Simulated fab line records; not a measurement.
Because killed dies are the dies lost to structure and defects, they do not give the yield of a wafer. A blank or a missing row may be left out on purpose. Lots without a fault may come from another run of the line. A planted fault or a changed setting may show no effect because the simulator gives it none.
Split-lot experiment | flow berkeley cmos170 | on a route of 331 steps: 5 lots, 23 wafers read

## ABOUT THE SPLIT
At UCB170_NSD_IMPLANT_08, the setting energy kev was moved away from the recipe's 40 on 10 of the 23 wafers read, by -5.2% to +5.2%. This setting was run at the recipe's value on the other wafers.

## FROM THE SPLIT TO THE READING: what the file shows between them, 6 steps
- UCB170_NSD_STRIP_09: strips in O2
- UCB170_NSD_TW_MEAS_10
- UCB170_BACKSIDE_SOFTBAKE_02: time 60 s (also split here: time s)
- UCB170_BACKSIDE_STRIP_03: strips in O2
- UCB170_BACKSIDE_CLEAN_04: cleans in SPM, time 600 s
- UCB170_SDANNEAL_RTA_01: time 5 s

## THE READING
NSD_RS in ohm/sq, measured at UCB170_SDANNEAL_RS_MEAS_03 by four-point-probe. On this fab line, fault-free wafers typically give 37.28 ohm/sq with a standard deviation of 0.12 ohm/sq.

wafer  | tool, chamber at the split | energy kev as run | against the recipe | NSD_RS, ohm/sq | against lot-mates on the recipe
L078.1 | implanter-04, 0            | 40                | recipe             | 37.29          | -
L078.2 | implanter-04, 0            | 37.91             | -5.2%              | 38.02          | +0.66
L078.3 | implanter-04, 0            | 37.91             | -5.2%              | 38.03          | +0.67
L078.5 | implanter-04, 0            | 37.91             | -5.2%              | 38.06          | +0.70
L078.6 | implanter-04, 0            | 40                | recipe             | 37.44          | -
L080.1 | implanter-04, 0            | 40                | recipe             | 37.27          | -
L080.2 | implanter-04, 0            | 40.98             | +2.4%              | 37.00          | -0.32
L080.3 | implanter-04, 0            | 40                | recipe             | 37.42          | -
L080.4 | implanter-04, 0            | 40                | recipe             | 37.27          | -
L080.6 | implanter-04, 0            | 40.98             | +2.4%              | 37.01          | -0.31
L076.1 | implanter-02, 0            | 40                | recipe             | 37.32          | -
L076.2 | implanter-02, 0            | 40                | recipe             | 37.18          | -
L076.3 | implanter-02, 0            | 41.28             | +3.2%              | 36.88          | -0.37
L076.4 | implanter-02, 0            | 41.28             | +3.2%              | 36.93          | -0.32
L076.6 | implanter-02, 0            | 41.28             | +3.2%              | 36.78          | -0.47
L085.1 | implanter-04, 0            | 40                | recipe             | 37.26          | -
L085.2 | implanter-04, 0            | 40                | recipe             | 37.19          | -
L085.6 | implanter-04, 0            | 40                | recipe             | 37.22          | -
L084.1 | implanter-04, 0            | 42.1              | +5.2%              | 36.72          | -0.65
L084.2 | implanter-04, 0            | 40                | recipe             | 37.36          | -
L084.3 | implanter-04, 0            | 42.1              | +5.2%              | 36.70          | -0.67
L084.4 | implanter-04, 0            | 40                | recipe             | 37.41          | -
L084.6 | implanter-04, 0            | 40                | recipe             | 37.35          | -

FIT RESULTS
A straight line over all 23 wafers: NSD_RS changes by -0.131 ohm/sq for each +1% of energy kev; r = -0.98; the points scatter about the line by 0.077 ohm/sq.
The same after taking each lot's own level away (the mean of its wafers on the recipe; 23 wafers): -0.127 ohm/sq for each +1%; r = -0.99; scatter 0.051 ohm/sq.
Per that fit: largest energy kev move, reading shift of 0.67 ohm/sq.
Across the lots, their own levels run from 37.223 to 37.373 ohm/sq, a range of 1.3 times the standard deviation given above.
The two slopes agree, so the slope changes little with the lot-to-lot level.
Check: for one of the wafers moved furthest among these (+5.2%), held out of the fit, the line's prediction against its lot-mates is -0.664 ohm/sq. Against them it came out at -0.653 ohm/sq.

## THE OTHER SPLITS THESE WAFERS WENT THROUGH
These wafers also went through other splits before the reading. Each is held against what the fit with the lots' levels taken away leaves over:
other split on the same wafers       | wafers away from the commonest value | r with NSD_RS (lot level and that fit taken away)
UCB170_PSD_DEVELOP_05 develop time s | 10                                   | +0.48
UCB170_BACKSIDE_SOFTBAKE_02 time s   | 5                                    | +0.27

## THE WHOLE CHAIN: every reading that the file lists as answering this split, in the file's order
step                       | what it does                 | reading                                                         | change (the file's fit)               | r (the file's)
UCB170_NSD_IMPLANT_08      |                              | implant.rp nm (the simulator's own value, which no gauge read)  | +0.488 nm for each +1% of the setting | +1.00
UCB170_NSD_IMPLANT_08      |                              | implant.drp nm (the simulator's own value, which no gauge read) | +0.18 nm for each +1% of the setting  | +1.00
UCB170_NSD_STRIP_09        | strips in O2                 | strip time to endpoint s                                        | withheld for each +1% of the setting  | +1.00
UCB170_NSD_TW_MEAS_10      |                              | NSD_TW                                                          | +12.7 for each +1% of the setting     | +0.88
UCB170_SDANNEAL_RS_MEAS_03 | measures by four-point-probe | NSD_RS                                                          | -0.126 for each +1% of the setting    | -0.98

## THE FILE'S OWN FIT
NSD_RS changes by -0.126 ohm/sq for each +1% of energy kev, r = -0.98.
